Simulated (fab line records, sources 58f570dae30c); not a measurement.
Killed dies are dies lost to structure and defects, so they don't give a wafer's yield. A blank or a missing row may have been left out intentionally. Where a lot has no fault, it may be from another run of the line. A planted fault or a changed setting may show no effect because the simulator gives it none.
fab line records	flow berkeleyCmos170	part 1 of 2: steps 1 to 28 of 38
record lots=5	wafers=15	lastDay=14
route steps=331 shown SACOX@97 SCREENOX@100 NVT@104 PVT@115 GATE@125 FIELD@126
lots that met no fault: taken from a fault-free run of the same line
startH: hours from the record's first day to the start of the lot's first wafer shown	waitH: hours since the lot's step before	" repeats the value in the row above	L1.1+2: several wafers, shown together as one row	- no value, or no start was given	* or withheld: withheld	< > ~ a bound
route shown NAME@n: names a module that has steps shown in the file, with the first one's number in the route	usual: mean/standard deviation of fault-free wafers	same: alike in all rows	chamber/n: place in a boat	sites: readings site by site	_std_site: the standard deviation of these	_edge_site: inner sites' mean taken away from outer sites' mean	radiusMm: for every site, how far away it sits from the centre of the wafer	mask NAME#n: copy n	behind: the tool/chamber that last shaped the wafer	hold: cause of the lot's hold/its duration in hours/its outcome	device: which transistor (n, p or np) failed to switch	end of line: tests of these same wafers at the route's end	step lacking rows: just its recipe	killed: count of dies lost to structure and defects at first sort (not the wafer's yield)	map: a wafer's dies, marking killed ones x, the rest . and places with no die _
set.NAME: setting as actually run; set.NAME@STEP: the setting as run at that earlier step	model.NAME: the simulator's own value behind a step, which no gauge read
lots at some steps of the route; a table a step, a row a wafer
services: from which hour (startH, from the record's first day; less than 0 if before it) a tool's chamber was out of use, for how many hours, and why
## steps
# step UCB170_SACOX_CLEAN_00
# recipe chemistry=dHF	dilution=25:1	timeS=7.5
# same timeS=7.5
lot.wafer	tool	chamber	startH	waitH
L079.3+4+6	wetBench-02	1	134.68	0.0
L082.2+3+4	wetBench-03	2	141.76	0.0
L085.2+3+5	wetBench-04	2	172.02	0.0
L090.1+2+3	wetBench-03	0	198.13	0.1
L097.1+3+5	wetBench-03	3	240.01	0.1
# step UCB170_SACOX_OXIDATION_01
# recipe tempC=900	ambient=O2	targetThkA=144	oxTimeS=2400
# usual spikeTcLoadC=924/3.4	zonePowerCentrePct=45/3
lot.wafer	tool	chamber	startH	waitH	spikeTcLoadC	zonePowerCentrePct
L079.3	furnace-02	0	138.11	3.4	927	45
L079.4	"	0	"	"	929	44
L079.6	"	0	"	"	927	45
L082.2	furnace-04	0	150.69	8.9	922	47
L082.3	"	0	"	"	922	48
L082.4	"	0	"	"	921	49
L085.2	furnace-02	0	178.64	6.6	928	45
L085.3	"	0	"	"	926	44
L085.5	"	0	"	"	928	45
L090.1	furnace-04	0	203.38	5.2	920	49
L090.2	"	0	"	"	920	48
L090.3	"	0	"	"	919	48
L097.1	furnace-04	0	246.35	6.3	922	48
L097.3	"	0	"	"	922	48
L097.5	"	0	"	"	923	48
# step UCB170_SACOX_THK_MEAS_02
# recipe reads=SiO2_of_SACOX_OXIDATION_01
# usual SACOX_OXIDE_THK=14.35/0.25
lot.wafer	tool	chamber	startH	waitH	SACOX_OXIDE_THK[nm]
L079.3	filmMetro-01	-	139.83	0.1	13.95
L079.4	"	-	"	"	14.03
L079.6	"	-	"	"	14.06
L082.2	filmMetro-01	-	152.36	0.0	14.18
L082.3	"	-	"	"	14.45
L082.4	"	-	"	"	14.33
L085.2	filmMetro-01	-	180.32	0.0	14.47
L085.3	"	-	"	"	14.26
L085.5	"	-	"	"	14.64
L090.1	filmMetro-01	-	205.12	0.1	14.69
L090.2	"	-	"	"	14.67
L090.3	"	-	"	"	14.73
L097.1	filmMetro-04	-	248.02	0.0	14.17
L097.3	"	-	"	"	14.40
L097.5	"	-	"	"	14.17
# step UCB170_SCREENOX_WET_ETCH_00
# recipe chemistry=dHF	dilution=25:1	target=SiO2	tempC=25	timeS=200
# same timeS=200
lot.wafer	tool	chamber	startH	waitH
L079.3+4+6	wetBench-04	1	139.90	0.1
L082.2+3+4	wetBench-03	2	152.41	0.0
L085.2+3+5	wetBench-03	0	180.44	0.1
L090.1+2+3	wetBench-03	1	205.22	0.1
L097.1+3+5	wetBench-03	2	248.21	0.2
# step UCB170_SCREENOX_OXIDATION_01
# recipe tempC=900	ambient=O2	targetThkA=144	oxTimeS=2400
# usual spikeTcLoadC=924/3.5	zonePowerCentrePct=45.5/2.8
lot.wafer	tool	chamber	startH	waitH	spikeTcLoadC	zonePowerCentrePct
L079.3	furnace-04	0	147.69	7.7	920	47.8
L079.4	"	0	"	"	920	48.3
L079.6	"	0	"	"	921	47.9
L082.2	furnace-02	0	160.48	7.9	927	44.3
L082.3	"	0	"	"	927	44.6
L082.4	"	0	"	"	927	45.2
L085.2	furnace-02	0	185.58	5.1	928	44.4
L085.3	"	0	"	"	927	44.6
L085.5	"	0	"	"	927	44.3
L090.1	furnace-02	0	209.54	4.3	929	45.1
L090.2	"	0	"	"	928	45.3
L090.3	"	0	"	"	926	44.8
L097.1	furnace-04	0	253.77	5.5	919	47.9
L097.3	"	0	"	"	921	48.2
L097.5	"	0	"	"	920	47.8
# step UCB170_SCREENOX_THK_MEAS_02
# recipe reads=SiO2_of_SCREENOX_OXIDATION_01
# usual SCREENOX_OXIDE_THK=14.26/0.27
lot.wafer	tool	chamber	startH	waitH	SCREENOX_OXIDE_THK[nm]
L079.3	filmMetro-01	-	149.42	0.1	14.15
L079.4	"	-	"	"	14.02
L079.6	"	-	"	"	14.18
L082.2	filmMetro-02	-	162.15	0.0	14.24
L082.3	"	-	"	"	14.20
L082.4	"	-	"	"	14.40
L085.2	filmMetro-01	-	187.25	0.0	14.33
L085.3	"	-	"	"	14.40
L085.5	"	-	"	"	14.27
L090.1	filmMetro-02	-	211.21	0.0	14.04
L090.2	"	-	"	"	13.97
L090.3	"	-	"	"	14.21
L097.1	filmMetro-02	-	255.43	0.0	13.79
L097.3	"	-	"	"	13.66
L097.5	"	-	"	"	13.62
# step UCB170_SCREENOX_ANNEAL_03
# recipe tempC=900	timeS=900	ambient=N2
# usual spikeTcLoadC=924/3.4	zonePowerCentrePct=45/3.1
# same timeS=900
lot.wafer	tool	chamber	startH	waitH	spikeTcLoadC	zonePowerCentrePct
L079.3	furnace-02	0	156.23	6.8	928	45
L079.4	"	0	"	"	928	44
L079.6	"	0	"	"	928	45
L082.2	furnace-04	0	169.59	7.4	920	48
L082.3	"	0	"	"	922	48
L082.4	"	0	"	"	922	49
L085.2	furnace-02	0	192.08	4.8	928	45
L085.3	"	0	"	"	926	45
L085.5	"	0	"	"	928	45
L090.1	furnace-04	0	216.48	5.3	921	48
L090.2	"	0	"	"	922	48
L090.3	"	0	"	"	920	48
L097.1	furnace-02	0	260.91	5.5	928	44
L097.3	"	0	"	"	927	45
L097.5	"	0	"	"	926	44
# step UCB170_NVT_HMDS_00
# recipe primeTimeS=60	primeTempC=100
# usual exhaustPa=45.0/0.95
lot.wafer	tool	chamber	startH	waitH	exhaustPa
L079.3	lithoTrack-01	0	157.53	0.1	45.1
L079.4	"	0	"	"	44.7
L079.6	"	0	"	"	43.1
L082.2	lithoTrack-02	0	170.86	0.0	43.3
L082.3	"	0	"	"	45.0
L082.4	"	0	"	"	43.3
L085.2	lithoTrack-04	0	193.67	0.3	45.4
L085.3	"	0	"	"	44.5
L085.5	"	0	"	"	45.7
L090.1	lithoTrack-04	0	217.80	0.1	46.3
L090.2	"	0	"	"	46.3
L090.3	"	0	"	"	46.7
L097.1	lithoTrack-01	0	262.16	0.0	44.7
L097.3	"	0	"	"	45.0
L097.5	"	0	"	"	44.5
# step UCB170_NVT_COAT_01
# recipe resist=KrF	spinRpm=1500	resistThkNm=900
# usual exhaustPa=44.7/0.95
lot.wafer	tool	chamber	startH	waitH	exhaustPa
L079.3	lithoTrack-01	0	157.68	0.1	42.9
L079.4	"	0	"	"	43.0
L079.6	"	0	"	"	44.9
L082.2	lithoTrack-02	0	171.01	0.1	44.0
L082.3	"	0	"	"	43.8
L082.4	"	0	"	"	42.8
L085.2	lithoTrack-04	0	193.82	0.1	45.8
L085.3	"	0	"	"	45.6
L085.5	"	0	"	"	45.9
L090.1	lithoTrack-04	0	217.95	0.1	42.9
L090.2	"	0	"	"	43.4
L090.3	"	0	"	"	43.7
L097.1	lithoTrack-01	0	262.31	0.1	44.6
L097.3	"	0	"	"	45.7
L097.5	"	0	"	"	45.2
# step UCB170_NVT_SOFTBAKE_02
# recipe resist=KrF	tempC=130	timeS=60
# usual exhaustPa=44.9/0.89
# same timeS=60
lot.wafer	tool	chamber	startH	waitH	exhaustPa
L079.3	lithoTrack-01	0	157.83	0.1	45.5
L079.4	"	0	"	"	45.5
L079.6	"	0	"	"	45.6
L082.2	lithoTrack-02	0	171.16	0.1	45.1
L082.3	"	0	"	"	45.3
L082.4	"	0	"	"	45.9
L085.2	lithoTrack-04	0	193.97	0.1	45.7
L085.3	"	0	"	"	46.1
L085.5	"	0	"	"	46.1
L090.1	lithoTrack-04	0	218.10	0.1	44.7
L090.2	"	0	"	"	44.6
L090.3	"	0	"	"	45.5
L097.1	lithoTrack-01	0	262.46	0.1	44.3
L097.3	"	0	"	"	43.7
L097.5	"	0	"	"	44.6
# step UCB170_NVT_EXPOSE_03
# recipe maskId=PWELL	targetCdNm=3000	na=0.5	sigmaOuter=0.6	sourceShape=conventional	doseMj=30
lot.wafer	tool	chamber	startH	waitH	mask
L079.3+4+6	krfScanner-02	0	158.32	0.5	PWELL#0
L082.2+3+4	krfScanner-01	0	171.31	0.1	PWELL#0
L085.2+3+5	krfScanner-01	0	194.11	0.1	PWELL#0
L090.1+2+3	krfScanner-02	0	218.25	0.1	PWELL#0
L097.1+3+5	krfScanner-02	0	262.74	0.2	PWELL#0
# step UCB170_NVT_PEB_04
# recipe pebTempC=130	pebTimeS=withheld	resist=KrF
# usual exhaustPa=45.1/0.91
lot.wafer	tool	chamber	startH	waitH	exhaustPa
L079.3	lithoTrack-01	0	158.45	0.1	44.0
L079.4	"	0	"	"	44.0
L079.6	"	0	"	"	45.3
L082.2	lithoTrack-04	0	171.43	0.1	46.4
L082.3	"	0	"	"	45.5
L082.4	"	0	"	"	44.7
L085.2	lithoTrack-04	0	194.67	0.5	43.8
L085.3	"	0	"	"	45.6
L085.5	"	0	"	"	43.8
L090.1	lithoTrack-01	0	218.44	0.2	45.8
L090.2	"	0	"	"	45.8
L090.3	"	0	"	"	46.3
L097.1	lithoTrack-04	0	262.85	0.1	45.9
L097.3	"	0	"	"	45.2
L097.5	"	0	"	"	45.8
# step UCB170_NVT_DEVELOP_05
# recipe developer=TMAH	developTimeS=42.88	resist=KrF	devTempC=21
# usual exhaustPa=44.8/0.9
lot.wafer	tool	chamber	startH	waitH	exhaustPa
L079.3	lithoTrack-01	0	-	-	45.7
L079.4	"	0	"	"	44.9
L079.6	"	0	"	"	43.5
L082.2	lithoTrack-04	0	-	-	44.9
L082.3	"	0	"	"	43.6
L082.4	"	0	"	"	44.2
L085.2	lithoTrack-04	0	-	-	44.2
L085.3	"	0	"	"	44.8
L085.5	"	0	"	"	46.1
L090.1	lithoTrack-01	0	-	-	45.8
L090.2	"	0	"	"	45.1
L090.3	"	0	"	"	45.6
L097.1	lithoTrack-04	0	-	-	46.2
L097.3	"	0	"	"	44.9
L097.5	"	0	"	"	45.5
# step UCB170_NVT_OVL_MEAS_06
# usual NVT_OVL=0/4.7
lot.wafer	tool	chamber	startH	waitH	NVT_OVL[nm]
L079.3	overlay-01	-	158.70	-	1
L079.4	"	-	"	"	0
L079.6	"	-	"	"	0
L082.2	overlay-02	-	171.69	-	4
L082.3	"	-	"	"	2
L082.4	"	-	"	"	5
L085.2	overlay-01	-	194.92	-	-6
L085.3	"	-	"	"	1
L085.5	"	-	"	"	-5
L090.1	overlay-01	-	218.71	-	-5
L090.2	"	-	"	"	0
L090.3	"	-	"	"	-2
L097.1	overlay-02	-	263.13	-	7
L097.3	"	-	"	"	5
L097.5	"	-	"	"	3
# step UCB170_NVT_IMPLANT_07
# recipe species=BF2	doseCm2=3e+12	energyKev=50	tiltDeg=7
# usual beamEnergyKeV=49.999/0.018
lot.wafer	tool	chamber	startH	waitH	beamEnergyKeV
L079.3	implanter-03	0	158.89	0.2	50.010
L079.4	"	0	"	"	49.999
L079.6	"	0	"	"	49.966
L082.2	implanter-01	0	171.74	0.0	49.991
L082.3	"	0	"	"	49.986
L082.4	"	0	"	"	50.005
L085.2	implanter-03	0	194.98	0.0	50.019
L085.3	"	0	"	"	50.015
L085.5	"	0	"	"	50.013
L090.1	implanter-01	0	218.75	0.0	50.013
L090.2	"	0	"	"	50.031
L090.3	"	0	"	"	50.013
L097.1	implanter-01	0	263.16	0.0	49.996
L097.3	"	0	"	"	49.991
L097.5	"	0	"	"	50.002
# step UCB170_NVT_STRIP_08
# recipe chemistry=O2	powerW=400	pressureMtorr=3500	platenTempC=withheld	o2FlowSccm=400	overashFraction=0.5
# usual drypumpMotorCurrentA=5.5/0.48	oesProductAu=0.734/0.0046	stripTimeToEndpointS=21.62/0.063
lot.wafer	tool	chamber	startH	waitH	drypumpMotorCurrentA	oesProductAu	rfHoursCounterH	stripTimeToEndpointS
L079.3	plasmaAsher-03	1	159.02	0.1	5.3	0.728	-	21.68
L079.4	"	0	"	"	6.5	0.744	-	21.72
L079.6	"	0	"	"	6.5	0.741	-	21.75
L082.2	plasmaAsher-03	1	171.87	0.1	5.3	0.737	47	21.68
L082.3	"	1	"	"	5.3	0.732	-	21.68
L082.4	"	0	"	"	6.5	0.731	-	21.72
L085.2	plasmaAsher-02	0	195.10	0.1	5.3	0.735	41	21.54
L085.3	"	0	"	"	5.3	0.733	-	21.64
L085.5	"	1	"	"	5.2	0.739	-	21.59
L090.1	plasmaAsher-03	0	218.90	0.1	6.5	0.732	53	21.54
L090.2	"	1	"	"	5.3	0.732	53	21.57
L090.3	"	0	"	"	6.5	0.730	-	21.57
L097.1	plasmaAsher-01	0	263.31	0.1	5.2	0.738	17	21.57
L097.3	"	1	"	"	5.7	0.742	-	21.60
L097.5	"	0	"	"	5.2	0.734	-	21.62
# step UCB170_NVT_TW_MEAS_09
# usual NVT_TW=523/4.7
lot.wafer	tool	chamber	startH	waitH	NVT_TW
L079.3	filmMetro-02	-	159.11	0.1	519
L079.4	"	-	"	"	519
L079.6	"	-	"	"	516
L082.2	filmMetro-01	-	171.98	0.1	524
L082.3	"	-	"	"	525
L082.4	"	-	"	"	524
L085.2	filmMetro-01	-	195.21	0.1	525
L085.3	"	-	"	"	522
L085.5	"	-	"	"	524
L090.1	filmMetro-01	-	219.00	0.1	521
L090.2	"	-	"	"	523
L090.3	"	-	"	"	525
L097.1	filmMetro-03	-	263.41	0.1	532
L097.3	"	-	"	"	530
L097.5	"	-	"	"	528
# step UCB170_NVT_CLEAN_10
# recipe chemistry=SPM	tempC=120	timeS=600
# same timeS=600
lot.wafer	tool	chamber	startH	waitH
L079.3+4+6	wetBench-02	2	159.71	0.6
L082.2+3+4	wetBench-02	3	172.03	0.0
L085.2+3+5	wetBench-04	3	195.33	0.1
L090.1+2+3	wetBench-01	0	219.17	0.2
L097.1+3+5	wetBench-04	2	263.47	0.1
# step UCB170_PVT_HMDS_00
# recipe primeTimeS=60	primeTempC=100
# usual exhaustPa=45.0/0.85
lot.wafer	tool	chamber	startH	waitH	exhaustPa
L079.3	lithoTrack-03	0	160.19	0.3	45.1
L079.4	"	0	"	"	44.3
L079.6	"	0	"	"	42.9
L082.2	lithoTrack-03	0	172.48	0.3	45.8
L082.3	"	0	"	"	43.4
L082.4	"	0	"	"	43.8
L085.2	lithoTrack-01	0	195.53	0.0	44.7
L085.3	"	0	"	"	44.6
L085.5	"	0	"	"	45.6
L090.1	lithoTrack-01	0	219.36	0.0	44.9
L090.2	"	0	"	"	47.2
L090.3	"	0	"	"	45.4
L097.1	lithoTrack-02	0	263.81	0.2	46.5
L097.3	"	0	"	"	44.7
L097.5	"	0	"	"	45.1
# step UCB170_PVT_COAT_01
# recipe resist=KrF	spinRpm=1500	resistThkNm=900
# usual exhaustPa=45.2/0.84
lot.wafer	tool	chamber	startH	waitH	exhaustPa
L079.3	lithoTrack-03	0	160.34	0.1	44.6
L079.4	"	0	"	"	43.8
L079.6	"	0	"	"	45.5
L082.2	lithoTrack-03	0	172.63	0.1	46.6
L082.3	"	0	"	"	46.6
L082.4	"	0	"	"	45.0
L085.2	lithoTrack-01	0	195.68	0.1	45.1
L085.3	"	0	"	"	45.2
L085.5	"	0	"	"	46.6
L090.1	lithoTrack-01	0	219.51	0.1	44.2
L090.2	"	0	"	"	45.1
L090.3	"	0	"	"	44.5
L097.1	lithoTrack-02	0	263.96	0.1	46.0
L097.3	"	0	"	"	45.3
L097.5	"	0	"	"	46.8
# step UCB170_PVT_SOFTBAKE_02
# recipe resist=KrF	tempC=130	timeS=60
# usual exhaustPa=45.1/0.81
# same timeS=60
lot.wafer	tool	chamber	startH	waitH	exhaustPa
L079.3	lithoTrack-03	0	160.49	0.1	45.4
L079.4	"	0	"	"	45.8
L079.6	"	0	"	"	43.8
L082.2	lithoTrack-03	0	172.78	0.1	44.1
L082.3	"	0	"	"	43.6
L082.4	"	0	"	"	43.7
L085.2	lithoTrack-01	0	195.83	0.1	44.1
L085.3	"	0	"	"	45.3
L085.5	"	0	"	"	44.1
L090.1	lithoTrack-01	0	219.66	0.1	44.9
L090.2	"	0	"	"	46.8
L090.3	"	0	"	"	46.3
L097.1	lithoTrack-02	0	264.11	0.1	45.7
L097.3	"	0	"	"	45.9
L097.5	"	0	"	"	44.7
# step UCB170_PVT_EXPOSE_03
# recipe maskId=NWELL	targetCdNm=3000	na=0.5	sigmaOuter=0.6	sourceShape=conventional	doseMj=30
lot.wafer	tool	chamber	startH	waitH	mask
L079.3+4+6	krfScanner-02	0	160.76	0.2	NWELL#0
L082.2+3+4	krfScanner-02	0	172.93	0.1	NWELL#0
L085.2+3+5	krfScanner-02	0	196.12	0.3	NWELL#0
L090.1+2+3	krfScanner-01	0	219.81	0.1	NWELL#0
L097.1+3+5	krfScanner-02	0	264.26	0.1	NWELL#0
# step UCB170_PVT_PEB_04
# recipe pebTempC=130	pebTimeS=withheld	resist=KrF
# usual exhaustPa=45.2/0.9
lot.wafer	tool	chamber	startH	waitH	exhaustPa
L079.3	lithoTrack-02	0	161.03	0.3	44.1
L079.4	"	0	"	"	44.5
L079.6	"	0	"	"	43.9
L082.2	lithoTrack-01	0	173.50	0.6	43.9
L082.3	"	0	"	"	44.5
L082.4	"	0	"	"	43.6
L085.2	lithoTrack-02	0	196.46	0.3	44.2
L085.3	"	0	"	"	46.6
L085.5	"	0	"	"	45.6
L090.1	lithoTrack-03	0	219.93	0.1	46.4
L090.2	"	0	"	"	45.7
L090.3	"	0	"	"	45.8
L097.1	lithoTrack-03	0	264.43	0.1	46.6
L097.3	"	0	"	"	46.4
L097.5	"	0	"	"	45.2
# step UCB170_PVT_DEVELOP_05
# recipe developer=TMAH	developTimeS=45	resist=KrF	devTempC=21
# usual exhaustPa=45.0/0.93
lot.wafer	tool	chamber	startH	waitH	exhaustPa
L079.3	lithoTrack-02	0	-	-	44.9
L079.4	"	0	"	"	45.1
L079.6	"	0	"	"	44.8
L082.2	lithoTrack-01	0	-	-	44.6
L082.3	"	0	"	"	44.6
L082.4	"	0	"	"	45.3
L085.2	lithoTrack-02	0	-	-	43.7
L085.3	"	0	"	"	46.1
L085.5	"	0	"	"	45.7
L090.1	lithoTrack-03	0	-	-	44.3
L090.2	"	0	"	"	45.4
L090.3	"	0	"	"	43.9
L097.1	lithoTrack-03	0	-	-	45.7
L097.3	"	0	"	"	44.9
L097.5	"	0	"	"	45.6
# step UCB170_PVT_OVL_MEAS_06
# usual PVT_OVL=-1/5
lot.wafer	tool	chamber	startH	waitH	PVT_OVL[nm]
L079.3	overlay-02	-	161.27	-	-1
L079.4	"	-	"	"	-2
L079.6	"	-	"	"	-7
L082.2	overlay-01	-	173.76	-	5
L082.3	"	-	"	"	5
L082.4	"	-	"	"	3
L085.2	overlay-01	-	196.72	-	-2
L085.3	"	-	"	"	-3
L085.5	"	-	"	"	4
L090.1	overlay-02	-	220.20	-	-2
L090.2	"	-	"	"	-5
L090.3	"	-	"	"	-18
L097.1	overlay-01	-	264.70	-	0
L097.3	"	-	"	"	-1
L097.5	"	-	"	"	4
# step UCB170_PVT_IMPLANT_07
# recipe species=P	doseCm2=2.033e+12	energyKev=30	tiltDeg=7
# usual beamEnergyKeV=29.999/0.011
lot.wafer	tool	chamber	startH	waitH	beamEnergyKeV
L079.3	implanter-01	0	161.35	0.1	29.990
L079.4	"	0	"	"	29.998
L079.6	"	0	"	"	30.002
L082.2	implanter-04	0	173.81	0.0	29.985
L082.3	"	0	"	"	30.004
L082.4	"	0	"	"	30.006
L085.2	implanter-04	0	196.77	0.0	30.000
L085.3	"	0	"	"	29.994
L085.5	"	0	"	"	30.008
L090.1	implanter-04	0	220.24	0.0	29.994
L090.2	"	0	"	"	29.977
L090.3	"	0	"	"	29.987
L097.1	implanter-02	0	264.74	0.0	30.012
L097.3	"	0	"	"	29.989
L097.5	"	0	"	"	29.982
# step UCB170_PVT_STRIP_08
# recipe chemistry=O2	powerW=400	pressureMtorr=3500	platenTempC=withheld	o2FlowSccm=400	overashFraction=0.5
# usual drypumpMotorCurrentA=5.6/0.54	oesProductAu=0.735/0.0049	stripTimeToEndpointS=21.63/0.085
lot.wafer	tool	chamber	startH	waitH	drypumpMotorCurrentA	oesProductAu	rfHoursCounterH	stripTimeToEndpointS
L079.3	plasmaAsher-02	1	161.48	0.1	5.2	0.740	-	21.65
L079.4	"	0	"	"	5.3	0.731	-	21.65
L079.6	"	1	"	"	5.2	0.738	-	21.70
L082.2	plasmaAsher-02	1	173.94	0.1	5.2	0.737	38	21.71
L082.3	"	0	"	"	5.3	0.743	-	21.72
L082.4	"	1	"	"	5.2	0.742	-	21.71
L085.2	plasmaAsher-03	0	196.90	0.1	6.5	0.733	50	21.52
L085.3	"	1	"	"	5.3	0.732	-	21.57
L085.5	"	0	"	"	6.5	0.730	-	21.53
L090.1	plasmaAsher-03	0	220.39	0.1	6.5	0.735	54	21.48
L090.2	"	1	"	"	5.3	0.740	54	21.42
L090.3	"	1	"	"	5.3	0.728	-	21.50
L097.1	plasmaAsher-03	1	264.89	0.1	5.3	0.738	59	21.66
L097.3	"	1	"	"	5.3	0.737	-	21.65
L097.5	"	1	"	"	5.3	0.738	-	21.64
# step UCB170_PVT_TW_MEAS_09
# usual PVT_TW=509/5
lot.wafer	tool	chamber	startH	waitH	PVT_TW
L079.3	filmMetro-03	-	161.57	0.1	512
L079.4	"	-	"	"	514
L079.6	"	-	"	"	516
L082.2	filmMetro-03	-	174.05	0.1	515
L082.3	"	-	"	"	514
L082.4	"	-	"	"	515
L085.2	filmMetro-02	-	197.01	0.1	505
L085.3	"	-	"	"	501
L085.5	"	-	"	"	504
L090.1	filmMetro-04	-	220.49	0.1	504
L090.2	"	-	"	"	510
L090.3	"	-	"	"	508
L097.1	filmMetro-03	-	264.99	0.1	512
L097.3	"	-	"	"	516
L097.5	"	-	"	"	511
